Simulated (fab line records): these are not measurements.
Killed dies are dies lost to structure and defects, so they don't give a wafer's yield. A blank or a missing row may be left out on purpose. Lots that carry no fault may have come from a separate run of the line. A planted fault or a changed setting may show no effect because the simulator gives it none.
Which tool did it?    flow berkeleyCmos170    13 lots with 39 wafers sampled at 5 steps, on a route of 331 steps

## WHAT EACH GAUGE READ, for each wafer
UCB170_ACTIVE_CD_MEAS_13: target cd 1200 nm. Usual: cdNm reads 1199.9 nm (standard deviation 1.4).
lot   measured     on        cdNm (nm)             flag
L787  day 5 00:15  cdSem-01  1199.9 1199.6 1198.5  
L791  day 5 14:55  cdSem-02  1198.7 1197.6 1197.1  
L793  day 6 11:33  cdSem-02  1201.8 1202.2 1201.9  
L795  day 6 21:29  cdSem-02  1200.0 1199.3 1199.7  
L798  day 7 07:03  cdSem-02  1284.3 1284.5 1283.7  OFF
L803  day 8 05:51  cdSem-02  1202.6 1200.6 1201.1  
L802  day 8 06:07  cdSem-02  1202.1 1201.2 1203.2  
L805  day 8 14:16  cdSem-01  1202.0 1200.4 1200.2  
L807  day 9 03:25  cdSem-01  1199.2 1199.0 1198.6  
L806  day 9 03:55  cdSem-02  1199.4 1199.3 1199.3  
L808  day 9 12:31  cdSem-01  1200.3 1201.5 1199.9  
L809  day 9 12:43  cdSem-01  1201.5 1201.3 1200.9  
L810  day 9 22:32  cdSem-01  1200.2 1201.4 1200.6  

UCB170_FIELD_THK_MEAS_02. Usual: FIELD_OXIDE_THK 558 nm, standard deviation 12.
lot   measured      on            FIELD_OXIDE_THK (nm)  flag
L787  day 5 08:59   filmMetro-04  572 577 567           
L791  day 6 03:38   filmMetro-04  527 531 514           
L793  day 6 23:09   filmMetro-02  568 570 558           
L795  day 7 08:53   filmMetro-02  555 567 563           
L798  day 7 15:50   filmMetro-03  549 548 547           
L803  day 8 17:03   filmMetro-03  573 572 567           
L802  day 8 17:04   filmMetro-02  552 556 564           
L805  day 9 04:09   filmMetro-04  548 542 548           
L807  day 9 13:47   filmMetro-04  567 569 570           
L806  day 9 13:48   filmMetro-02  572 564 561           
L808  day 9 23:02   filmMetro-03  558 561 555           
L809  day 9 23:01   filmMetro-02  539 546 549           
L810  day 10 10:41  filmMetro-03  555 553 553           

UCB170_NLDD_OVL_MEAS_07. Usual: NLDD_OVL 1 nm, standard deviation 5.4.
lot   measured      on          NLDD_OVL (nm)  flag
L787  day 7 14:52   overlay-01  -4 0 3         
L791  day 8 07:38   overlay-02  -3 -2 -3       
L793  day 9 08:43   overlay-02  4 0 4          
L795  day 9 09:40   overlay-01  3 -5 -5        
L798  day 9 19:41   overlay-01  6 1 -6         
L803  day 11 03:00  overlay-01  -1 -6 -9       
L802  day 11 02:43  overlay-02  -5 -4 -1       
L805  day 11 07:56  overlay-01  5 4 4          
L807  day 12 03:20  overlay-02  -3 -2 -4       
L806  day 12 03:27  overlay-01  4 4 3          
L808  day 12 15:29  overlay-01  3 5 4          
L809  day 12 15:54  overlay-02  -2 -2 -2       
L810  day 12 22:00  overlay-01  -4 -1 3        

## TOOL THAT RAN EACH LOT (tool first, then ch and the chambers of the sampled wafers, then the start)
lot   UCB170_PWELL_ETCH_14              UCB170_ACTIVE_EXPOSE_10
L787  rieDiel-01 ch 0,3, day 3 10:43    krfScanner-01 ch 0, day 4 23:32
L791  rieDiel-01 ch 1,3, day 4 06:17    krfScanner-02 ch 0, day 5 14:30
L793  rieDiel-01 ch 0,1, day 4 23:01    krfScanner-01 ch 0, day 6 11:10
L795  rieDiel-04 ch 1,3, day 5 05:49    krfScanner-01 ch 0, day 6 20:24
L798  rieDiel-04 ch 0,1,3, day 5 14:40  krfScanner-02 ch 0, day 7 06:40
L803  rieDiel-03 ch 0,1, day 6 19:47    krfScanner-02 ch 0, day 8 04:44
L802  rieDiel-04 ch 1,3, day 6 20:31    krfScanner-01 ch 0, day 8 05:05
L805  rieDiel-01 ch 2,3, day 7 04:34    krfScanner-02 ch 0, day 8 13:52
L807  rieDiel-01 ch 1,2, day 7 15:02    krfScanner-01 ch 0, day 9 03:01
L806  rieDiel-04 ch 0,1,3, day 7 15:30  krfScanner-01 ch 0, day 9 03:10
L808  rieDiel-01 ch 1,2, day 7 22:41    krfScanner-02 ch 0, day 9 12:08
L809  rieDiel-03 ch 0,1,3, day 7 22:42  krfScanner-01 ch 0, day 9 12:20
L810  rieDiel-04 ch 0,2, day 8 05:59    krfScanner-01 ch 0, day 9 22:08
- UCB170_PWELL_ETCH_14: etches Si3N4 in CH3F/Ar/O2, stops on SiO2, target depth 242 nm, time 156.7 s.
- UCB170_ACTIVE_EXPOSE_10: exposes mask ACTIVE, target cd 1200 nm.

## AS READ BY THE TOOLS THEMSELVES (means over the sampled wafers that have a number; for cases with no such wafer, the mark the record gives instead)
UCB170_PWELL_ETCH_14. Usual: drypumpMotorCurrentA 5.8 A, standard deviation 0.4; oesProductAu 0.940 a.u., standard deviation 0.012; throttleValvePct 7.98 %, standard deviation 0.11.
lot   tool        drypumpMotorCurrentA (A)  oesProductAu (a.u.)  throttleValvePct (%)  flag
L787  rieDiel-01  5.9                       0.926                7.95                  
L791  rieDiel-01  5.9                       0.927                7.92                  
L793  rieDiel-01  6.1                       0.936                7.94                  
L795  rieDiel-04  5.6                       0.939                7.99                  
L798  rieDiel-04  5.7                       0.941                7.99                  
L803  rieDiel-03  5.9                       0.944                8.06                  
L802  rieDiel-04  5.6                       0.949                7.99                  
L805  rieDiel-01  5.5                       0.940                7.89                  
L807  rieDiel-01  5.6                       0.927                7.87                  
L806  rieDiel-04  5.7                       0.936                7.98                  
L808  rieDiel-01  5.3                       0.954                7.83                  
L809  rieDiel-03  5.7                       0.944                8.00                  
L810  rieDiel-04  5.9                       0.949                8.03                  

## THE ANSWER, worked out from the rows above alone
Rule: take the mean of a lot's wafers that have a number; if it is more than 3 standard deviations from the usual mean, the lot is off. Also off: a lot with no number at a reading for which 4 or more lots have one. The other lots that the step has rows for count as sound. First the gauges in route order, then the tools' own readings, where a lot's mean is used as printed above. At the first step where some lot is off, the reading lying furthest off is the one used; lots without a number count as furthest.
Off, at UCB170_ACTIVE_CD_MEAS_13 on cdNm: L798.
If a tool, at a process step before that reading, ran all the lots that are off and no sound lot after the first of them, it fits. Gauges at UCB170_ACTIVE_CD_MEAS_13: tried the same way as those tools. Of those tried, none fits.

## WHAT WAS PUT IN BY THE SIMULATOR
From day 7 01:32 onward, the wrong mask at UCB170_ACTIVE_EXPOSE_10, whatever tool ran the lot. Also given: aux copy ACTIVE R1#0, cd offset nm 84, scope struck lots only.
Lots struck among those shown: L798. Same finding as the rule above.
